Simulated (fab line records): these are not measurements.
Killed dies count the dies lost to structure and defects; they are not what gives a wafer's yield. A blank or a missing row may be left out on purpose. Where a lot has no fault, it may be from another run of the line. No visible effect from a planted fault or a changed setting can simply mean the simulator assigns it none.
Which tool is to blame? ; flow berkeley_cmos170 ; 45 wafers from 15 lots sampled at 2 of the route's 331 steps

WHAT THE GAUGES READ, wafer by wafer
UCB170_SCREENOX_THK_MEAS_02.
lot;measured;on;SCREENOX_OXIDE_THK (nm)
L776;day 5 08:13;film_metro-01;14.2 14.2 14.3
L777;day 5 08:12;film_metro-04;14.5 14.5 14.3
L778;day 5 21:41;film_metro-02;14.9 15.0 15.2
L781;day 6 12:14;film_metro-02;13.9 14.1 14.0
L780;day 6 12:13;film_metro-04;14.2 14.2 14.1
L782;day 6 21:37;film_metro-04;14.9 14.8 14.7
L783;day 6 21:35;film_metro-01;14.5 14.4 14.6
L784;day 7 07:09;film_metro-02;14.3 14.4 14.5
L785;day 7 07:08;film_metro-01;15.1 14.7 14.7
L788;day 8 02:17;film_metro-02;14.6 14.1 14.6
L790;day 8 02:15;film_metro-01;14.4 14.5 14.4
L789;day 8 02:18;film_metro-04;14.3 14.1 13.8
L792;day 8 21:32;film_metro-01;14.6 14.9 14.5
L793;day 8 21:29;film_metro-02;14.3 14.2 14.3
L795;day 9 07:45;film_metro-04;14.9 14.8 14.7

EACH LOT AND THE TOOL THAT RAN IT (in order: tool; ch and the chambers of the sampled wafers; start)
lot;UCB170_NWELL_IMPLANT_14
L776;implanter-04 ch 0, day 2 08:05
L777;implanter-01 ch 0, day 2 08:26
L778;implanter-04 ch 0, day 2 17:56
L781;implanter-03 ch 0, day 3 07:34
L780;implanter-04 ch 0, day 3 07:36
L782;implanter-03 ch 0, day 3 15:55
L783;implanter-03 ch 0, day 3 20:56
L784;implanter-01 ch 0, day 4 05:00
L785;implanter-03 ch 0, day 4 08:02
L788;implanter-03 ch 0, day 4 23:53
L790;implanter-04 ch 0, day 5 06:07
L789;implanter-03 ch 0, day 5 06:36
L792;implanter-03 ch 0, day 5 19:30
L793;implanter-03 ch 0, day 5 23:20
L795;implanter-03 ch 0, day 6 08:57
- UCB170_NWELL_IMPLANT_14

WHAT THE TOOLS THEMSELVES READ (means of the sampled wafers that have a number; where no wafer has one, the mark that the record gives instead)
UCB170_NWELL_IMPLANT_14.
lot;tool;beam_energy_keV
L776;implanter-04;149.94
L777;implanter-01;150.08
L778;implanter-04;150.02
L781;implanter-03;149.99
L780;implanter-04;149.99
L782;implanter-03;149.94
L783;implanter-03;150.03
L784;implanter-01;149.93
L785;implanter-03;150.00
L788;implanter-03;149.93
L790;implanter-04;149.98
L789;implanter-03;149.97
L792;implanter-03;148.36
L793;implanter-03;148.38
L795;implanter-03;148.44

THE ANSWER, worked out from the rows above alone
Rule: the usual values come from the lots themselves. Put in order of their means at a reading, lots are off if they are a third of the lots or fewer, leave a main group of 4 or more, and stand apart from it by a gap of 3 or more times the standard deviation of the main group's means; of several such gaps the widest counts. If all means in a main group match to the digits the tables above print for the reading, that group is not used. A lot without any number at a reading at which 4 lots or more have one is off too. Where the step has rows for the other lots, those lots are counted as sound. Order of review: gauges by route order, followed by the tools' own readings, for which a lot's mean as printed above is used. At the first step where some lot is off, the reading lying furthest off is the one used; lots without a number count as furthest.
Off: L792, L793, L795, at UCB170_NWELL_IMPLANT_14 (beam_energy_keV). The main group: mean 149.98, standard deviation 0.044.
If a tool, at that step or one of the process steps before it, ran each lot that is off and ran no sound lot following the first of them, it fits. One candidate fits, namely implanter-03 at UCB170_NWELL_IMPLANT_14. A fault onset in the window from L789 (day 5 06:36, its last sound lot) to L792 (day 5 19:30, its first lot off) fits.
The tool's own readings at UCB170_NWELL_IMPLANT_14 bear it out: on the lots that are off they differ by more than 5 times the standard deviation of the sound lots' means. beam_energy_keV reads 148.39 there against 149.98 on the sound lots.

WHAT WAS PUT IN BY THE SIMULATOR
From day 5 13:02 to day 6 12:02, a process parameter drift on implanter-03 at UCB170_NWELL_IMPLANT_14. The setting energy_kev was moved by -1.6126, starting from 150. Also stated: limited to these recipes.
Shown lots that were struck: L793, L792, L795. This agrees with what the rule above found.
